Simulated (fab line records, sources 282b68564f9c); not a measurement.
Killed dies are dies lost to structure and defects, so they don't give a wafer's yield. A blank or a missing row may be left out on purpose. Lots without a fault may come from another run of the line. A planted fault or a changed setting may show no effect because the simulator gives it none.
A struck lot beside a sound one | flow rit_cmos | 43 steps out of a route of 202
Sound: wafers L765.1, L765.2, L765.4. Struck: wafers L773.1, L773.2, L773.5. The cause comes at the end.
At each step with rows: each side's tool, then ch and its chambers, then its first start. Under that, the readings that differ: sound wafers | struck wafers | difference of the means | sigmas: that difference in standard deviations of wafers without a fault.
alike: readings whose means differ by less than 2 such deviations, and words and numbers that are the same on both sides. not compared: withheld readings, readings that some wafer has no value for, bounds like >300 that may hide the same value, and numbers for which the record gives no deviation and whose values overlap.
The two part at a step that has a row with sigmas, a row that says differs or no value, or rows on one side only. Numbers that don't overlap but have no deviation are shown without sigmas and don't part them. A reading that every wafer of one side lacks parts them only if that side has two wafers or more.

first, 4 steps without rows for these wafers: RIT_SDANNEAL_CLEAN_00 (cleans in SC1, time 600 s); RIT_SDANNEAL_CLEAN_01 (cleans in dHF, time 30 s); RIT_SDANNEAL_CLEAN_02 (cleans in SC2, time 600 s); RIT_SDANNEAL_RTA_03 (time 5 s).
RIT_SDANNEAL_RS_MEAS_04: measures by four-point-probe.
  sound on film_metro-02, day 4 17:50; struck on film_metro-03, day 6 09:29
  alike: PSD_RS
RIT_SDANNEAL_RS_MEAS_05: measures by four-point-probe.
  sound on film_metro-02, day 4 17:58; struck on film_metro-03, day 6 09:37
  alike: NSD_RS
RIT_SDANNEAL_RS_MEAS_06: measures by four-point-probe.
  sound on film_metro-02, day 4 18:05; struck on film_metro-03, day 6 09:44
  alike: PLDD_RS
RIT_SDANNEAL_RS_MEAS_07: measures by four-point-probe.
  sound on film_metro-02, day 4 18:12; struck on film_metro-03, day 6 09:51
  alike: NLDD_RS
then, 1 step without rows for these wafers: RIT_SILICIDE_WET_ETCH_00 (etches SiO2 in BOE, target depth 14 nm, time 15 s).
RIT_SILICIDE_SPUTTER_01: material Ti, target thk 30 nm, time 240 s.
  sound on pvd_sputter-02, day 4 18:20; struck on pvd_sputter-02, day 6 09:59
  alike: throttle_valve_pct
RIT_SILICIDE_RS_MEAS_02: measures by four-point-probe.
  sound on film_metro-03, day 4 18:29; struck on film_metro-04, day 6 10:08
  alike: SILICIDE_TI_RS
RIT_SILICIDE_THK_MEAS_03: measures by xrf.
  sound on film_metro-03, day 4 18:36; struck on film_metro-04, day 6 10:16
  alike: SILICIDE_TI_THK
RIT_SILICIDE_RTA_04: time 10 s, ramp up 5 s, ramp down 5 s.
  sound on rtp_anneal-02 ch 0, day 4 18:40; struck on rtp_anneal-02 ch 0, day 6 10:19
  alike: wafer_temp_C_max
then, 2 steps without rows for these wafers: RIT_SILICIDE_WET_ETCH_05 (etches Ti in SPM, time 120 s); RIT_SILICIDE_RTA_06 (time 10 s, ramp up 5 s, ramp down 10 s).
RIT_CONTACT_CVD_00: deposits SiO2 from TEOS, target thk 400 nm, time 61 s.
  sound on pecvd-04 ch 0,2, day 4 18:50; struck on pecvd-03 ch 0,1,2, day 6 10:29
  alike: heater_power_w
  not compared: since_wet_clean_h
RIT_CONTACT_THK_MEAS_01:
  sound on film_metro-04, day 4 18:53; struck on film_metro-03, day 6 10:32
  alike: CONTACT_TEOS_THK
then, 6 steps without rows for these wafers: RIT_CONTACT_HMDS_02 (prime time 60 s); RIT_CONTACT_COAT_03 (resist thk 1000 nm); RIT_CONTACT_SOFTBAKE_04 (time 60 s); RIT_CONTACT_EXPOSE_05 (exposes mask M11, target cd 1000 nm); RIT_CONTACT_PEB_06; RIT_CONTACT_DEVELOP_07 (develop time 120 s).
RIT_CONTACT_CD_MEAS_08: target cd 1000 nm.
  sound on cd_sem-01, day 4 20:02; struck on cd_sem-02, day 6 11:44
  alike: cd_nm
RIT_CONTACT_OVL_MEAS_09:
  sound on overlay-02, day 4 20:10; struck on overlay-02, day 6 11:52
  alike: CONTACT_OVL
then, 1 step without rows for these wafers: RIT_CONTACT_HARDBAKE_10 (time 60 s).
RIT_CONTACT_ETCH_11: etches SiO2 in CHF3/CF4/Ar, stops on TiSi2, target depth 480 nm, time 320 s.
  sound on rie_diel-04 ch 0,1,3, day 4 20:31; struck on rie_diel-01 ch 1,2,3, day 6 12:03
  alike: CHF3_flow_sccm, drypump_motor_current_A, oes_product_au, throttle_valve_pct
  not compared: rf_hours_counter_h
RIT_CONTACT_STRIP_12: strips in O2, time 180 s.
  sound on plasma_asher-02 ch 0,1, day 4 20:43; struck on plasma_asher-03 ch 0,1, day 6 12:15
  reading                     | sound          | struck         | difference | sigmas
  drypump_motor_current_A (A) | 6.31 6.36 6.33 | 5.66 5.73 5.65 | -0.65      | -2
  not compared: rf_hours_counter_h
RIT_CONTACT_CD_MEAS_90: target cd 1000 nm.
  sound on cd_sem-01, day 4 20:53; struck on cd_sem-02, day 6 12:25
  alike: cd_nm
then, 2 steps without rows for these wafers: RIT_CONTACT_CLEAN_13 (cleans in SC1, time 600 s); RIT_CONTACT_CLEAN_14 (cleans in SC2, time 600 s).
RIT_M1_SPUTTER_00: material Al, target thk 400 nm, time 500 s.
  sound on pvd_sputter-04, day 4 21:22; struck on pvd_sputter-01, day 6 12:53
  alike: throttle_valve_pct
RIT_M1_RS_MEAS_01: measures by four-point-probe.
  sound on film_metro-01, day 4 21:40; struck on film_metro-03, day 6 13:11
  alike: M1_AL_RS
RIT_M1_THK_MEAS_02: measures by xrf.
  sound on film_metro-01, day 4 21:47; struck on film_metro-03, day 6 13:18
  alike: M1_AL_THK
then, 6 steps without rows for these wafers: RIT_M1_HMDS_03 (prime time 60 s); RIT_M1_COAT_04 (resist thk 1300 nm); RIT_M1_SOFTBAKE_05 (time 60 s); RIT_M1_EXPOSE_06 (exposes mask M12, target cd 2600 nm); RIT_M1_PEB_07; RIT_M1_DEVELOP_08 (develop time 68 s).
RIT_M1_CD_MEAS_09: target cd 2600 nm.
  sound on cd_sem-02, day 4 22:51; struck on cd_sem-01, day 6 14:22
  alike: cd_nm
RIT_M1_OVL_MEAS_10:
  sound on overlay-01, day 4 22:58; struck on overlay-01, day 6 14:29
  alike: M1_OVL
RIT_M1_PROBE_99:
  sound on prober-02, day 5 01:37; struck on prober-02, day 6 17:02
  reading                              | sound             | struck            | difference | sigmas
  model.etest.contact_nplus.end_ohm_um | 42.1 43.34 41.93  | 40.52 40.1 41.11  | -1.88      |
  model.etest.contact_pplus.end_ohm_um | 43.48 43.3 43.54  | 42.39 42 42.15    | -1.26      |
  model.etest.npoly_line.rs_ohm_sq     | 16.9 16.87 16.83  | 17.62 17.61 17.59 | +0.74      |
  model.etest.ppoly_line.rs_ohm_sq     | 16.37 16.4 16.42  | 16.95 17.02 17.02 | +0.60      |
  model.etest.npoly_sal.rs_ohm_sq      | 4.322 4.314 4.302 | 4.554 4.569 4.545 | +0.243     |
  model.etest.ppoly_sal.rs_ohm_sq      | 4.267 4.312 4.299 | 4.457 4.47 4.511  | +0.187     |
  model.etest.pplus_sal.rs_ohm_sq      | 4.307 4.279 4.279 | 4.462 4.493 4.486 | +0.192     |
  model.etest.nplus_sal.rs_ohm_sq      | 4.242 4.278 4.227 | 4.474 4.504 4.477 | +0.236     |
  alike: killed_at_contacts, killed_at_front_end, killed_dies, killed_open, killed_short

WHERE THEY PART
Only at RIT_CONTACT_STRIP_12, within this record. Later steps at which nothing parts them and some readings are alike: RIT_CONTACT_CD_MEAS_90, RIT_M1_SPUTTER_00, RIT_M1_RS_MEAS_01, RIT_M1_THK_MEAS_02, RIT_M1_CD_MEAS_09, RIT_M1_OVL_MEAS_10, RIT_M1_PROBE_99.

WHY: what the simulator had put in
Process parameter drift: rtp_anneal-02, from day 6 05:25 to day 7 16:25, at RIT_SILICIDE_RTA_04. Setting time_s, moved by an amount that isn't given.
